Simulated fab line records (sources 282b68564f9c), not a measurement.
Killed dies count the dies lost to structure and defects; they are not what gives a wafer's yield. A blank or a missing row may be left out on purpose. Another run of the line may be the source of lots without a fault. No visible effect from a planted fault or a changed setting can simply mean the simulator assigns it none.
Struck lot and sound lot, side by side	flow rit-cmos	23 out of 202 route steps
Sound: these wafers, L810.3, L810.4, L810.5. The struck wafers were L813.1, L813.2, L813.4. The cause comes at the end.
Each step with rows lists, per side, the tool, then ch with its chambers, then its first start. Under that, the readings that differ: sound wafers	struck wafers	difference of the means	sigmas: that difference in standard deviations of wafers without a fault.
alike: same words and numbers on both sides, and readings whose means sit less than 2 such deviations apart. not compared: any withheld reading, any reading some wafer has no value for, any bound like >300 that may hide the same value, and any number with overlapping values for which the record gives no deviation.
Wherever a step has rows on one side only, a row that says differs or no value, or a row with sigmas, the two part there. Numbers that don't overlap but have no deviation are shown without sigmas and don't part them. A reading that every wafer of one side lacks parts them only if that side has two wafers or more.

RIT_CONTACT_CD_MEAS_08 targets a cd of 1000 nm.
  sound on cd-sem-01, day 3 23:36; struck on cd-sem-02, day 4 18:23
  alike: cd-nm
RIT_CONTACT_OVL_MEAS_09:
  sound on overlay-01, day 3 23:41; struck on overlay-01, day 4 18:31
  alike: CONTACT_OVL
then, 1 step without rows for these wafers: RIT_CONTACT_HARDBAKE_10 (time 60 s).
RIT_CONTACT_ETCH_11: etches SiO2 in CHF3/CF4/Ar, stops on TiSi2, target depth 480 nm, time 320 s.
  sound on rie-diel-03 ch 1,2, day 3 23:52; struck on rie-diel-02 ch 0,1,3, day 4 18:42
  alike: drypump-motor-current-A, oes-product-au, throttle-valve-pct
  not compared: rf-hours-counter-h
RIT_CONTACT_STRIP_12: strips in O2, time 180 s.
  sound on plasma-asher-03 ch 0,1, day 4 00:07; struck on plasma-asher-01 ch 0,1, day 4 18:53
  alike: drypump-motor-current-A
  not compared: rf-hours-counter-h
RIT_CONTACT_CD_MEAS_90 targets a cd of 1000 nm.
  sound on cd-sem-01, day 4 00:17; struck on cd-sem-01, day 4 19:04
  alike: cd-nm
then, 2 steps without rows for these wafers: RIT_CONTACT_CLEAN_13 (cleans in SC1, time 600 s); RIT_CONTACT_CLEAN_14 (cleans in SC2, time 600 s).
RIT_M1_SPUTTER_00: material Al, target thk 400 nm, time 500 s.
  sound on pvd-sputter-01, day 4 00:44; struck on pvd-sputter-03, day 4 19:33
  alike: cathode-dc-power-W, throttle-valve-pct
RIT_M1_RS_MEAS_01: the measuring method here is four-point-probe.
  sound on film-metro-02, day 4 01:04; struck on film-metro-04, day 4 19:51
  alike: M1_AL_RS
RIT_M1_THK_MEAS_02: measures by xrf.
  sound on film-metro-02, day 4 01:10; struck on film-metro-04, day 4 19:58
  alike: M1_AL_THK
then, 1 step without rows for these wafers: RIT_M1_HMDS_03 (prime time 60 s).
RIT_M1_COAT_04: resist thk 1300 nm.
  sound on litho-track-04 ch 0, day 4 01:25; struck on litho-track-04 ch 0, day 4 20:11
reading	sound	struck	difference	sigmas
spin-speed-rpm (rpm)	1999.9 1999.7 2000.8	1617.9 1615.6 1616.8	-383.4	-99 or more
model.NOVOLAK_of_M1_COAT_04.thk-nm (nm)	1304 1296 1300	1442 1448 1439	+143	
then, 4 steps without rows for these wafers: RIT_M1_SOFTBAKE_05 (time 60 s); RIT_M1_EXPOSE_06 (exposes mask M12, target cd 2600 nm); RIT_M1_PEB_07; RIT_M1_DEVELOP_08 (develop time 68 s).
RIT_M1_CD_MEAS_09 targets a cd of 2600 nm.
  sound on cd-sem-01, day 4 02:20; struck on cd-sem-02, day 4 20:55
reading	sound	struck	difference	sigmas
cd-nm (nm)	2599.8 2597.5 2599.8	2611.2 2612.9 2610.0	+12.3	+5
RIT_M1_OVL_MEAS_10:
  sound on overlay-02, day 4 02:25; struck on overlay-01, day 4 21:02
  alike: M1_OVL
then, 1 step without rows for these wafers: RIT_M1_HARDBAKE_11 (time 120 s).
RIT_M1_METAL_ETCH_12: etches Al in Cl2/BCl3, stops on SiO2, time 165 s, target depth 600 nm.
  sound on rie-metal-03 ch 0,1, day 4 02:45; struck on rie-metal-03 ch 0,1, day 4 21:19
reading	sound	struck	difference	sigmas
model.NOVOLAK_of_M1_COAT_04.thk-nm (nm)	803.2 811.3 801.4	931.6 927.9 927.2	+123.6	
  alike: drypump-motor-current-A, oes-product-au, throttle-valve-pct
  not compared: rf-hours-counter-h
then, 1 step without rows for these wafers: RIT_M1_STRIP_13 (strips in nmp, time 600 s).
RIT_M1_PROBE_99:
  sound on prober-01, day 4 06:12; struck on prober-02, day 4 23:34
  alike: defect-limited-yield, killed-at-front-end, killed-dies, killed-open, killed-short, sort_bin_3_pad_short, sort_bin_5_function, sort_bin_6_memory, sort-n-pass, sort-yield-pct

== WHERE THEY PART ==
Last at RIT_M1_CD_MEAS_09 as far as this record goes, first at RIT_M1_COAT_04. Later steps at which nothing parts them and some readings are alike: RIT_M1_OVL_MEAS_10, RIT_M1_METAL_ETCH_12, RIT_M1_PROBE_99.

WHY: whatever the simulator had introduced
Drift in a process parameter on litho-track-04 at RIT_M1_COAT_04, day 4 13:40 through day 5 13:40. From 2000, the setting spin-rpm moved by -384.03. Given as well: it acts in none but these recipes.
